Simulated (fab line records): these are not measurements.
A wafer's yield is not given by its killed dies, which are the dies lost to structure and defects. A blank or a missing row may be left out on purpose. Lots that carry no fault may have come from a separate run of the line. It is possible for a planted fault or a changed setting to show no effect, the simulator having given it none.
A struck lot beside a sound one || flow berkeley-cmos170 || 14 out of 331 route steps
Sound: wafers L719.1, L719.4, L719.5. Wafers L716.2, L716.5, L716.6 were the ones struck. At the end, the cause is stated.
Per side, at each step with rows, come the tool, then ch with its chambers, and then its first start. Under that, the readings that differ: sound wafers || struck wafers || difference of the means || sigmas: that difference in standard deviations of wafers without a fault.
alike: readings with means less than 2 such deviations apart, plus words and numbers identical on both sides. not compared: withheld readings, readings lacking a value on some wafer, bounds such as >300 that could conceal the same value, and numbers that have no deviation in the record and whose values overlap.
Wherever a step has rows on one side only, a row that says differs or no value, or a row with sigmas, the two part there. Numbers that don't overlap but have no deviation are shown without sigmas and don't part them. A reading that every wafer of one side lacks parts them only if that side has two wafers or more.

UCB170_M3_RS_MEAS_02: measurement is done with a four-point probe.
  sound on film-metro-02 at day 11 12:18; struck on film-metro-02 at day 11 08:22
  alike: M3_AL_RS
UCB170_M3_THK_MEAS_03: measures by xrf.
  sound on film-metro-02 at day 11 12:25; struck on film-metro-02 at day 11 08:29
  alike: M3_AL_THK
then, 3 steps without rows for these wafers: UCB170_M3_HMDS_04 (prime time 60 s); UCB170_M3_COAT_05 (resist thk 900 nm); UCB170_M3_SOFTBAKE_06 (time 60 s).
UCB170_M3_STRIP_07: strips in O2.
  sound on plasma-asher-01 ch 0,1, day 11 12:59; struck on plasma-asher-03 ch 0,1, day 11 08:59
  alike: drypump-motor-current-A, oes-product-au, strip-time-to-endpoint-s
  not compared: rf-hours-counter-h
then, 6 steps without rows for these wafers: UCB170_M3_STRIP_08 (strips KrF in DMSO, time 600 s); UCB170_M3_COAT_09; UCB170_M3_COAT_10 (resist thk 900 nm); UCB170_M3_SOFTBAKE_11 (time 60 s); UCB170_M3_EXPOSE_12 (exposes mask METAL3, target cd 700 nm); UCB170_M3_PEB_13.
UCB170_M3_DEVELOP_14: develop time 45 s.
  sound on litho-track-01 ch 0, day 11 14:00; struck on litho-track-01, day 11 09:00
  no value came back on the struck wafers for chill-plate-temp-C (C), develop-time-s (s), developer-temp-C (C); on the sound wafers chill-plate-temp-C (C) reads 22.94 22.82 23.05
{"reading": "model.KrF_of_M3_COAT_10.thk-nm (nm)", "sound": "882.7 884.9 882.4", "struck": "899.5 900.3 899.7", "difference": "+16.5", "sigmas": ""}
UCB170_M3_CD_MEAS_15: the cd target is 700 nm.
  sound on cd-sem-01 at day 11 14:14; struck on cd-sem-02 at day 11 10:07
{"reading": "cd-nm (nm)", "sound": "700.3 701.1 700.8", "struck": "- - -", "difference": "no value on the struck wafers", "sigmas": ""}

== WHERE THEY PART ==
Last at UCB170_M3_CD_MEAS_15 as far as this record goes, first at UCB170_M3_DEVELOP_14.

WHY: whatever the simulator had introduced
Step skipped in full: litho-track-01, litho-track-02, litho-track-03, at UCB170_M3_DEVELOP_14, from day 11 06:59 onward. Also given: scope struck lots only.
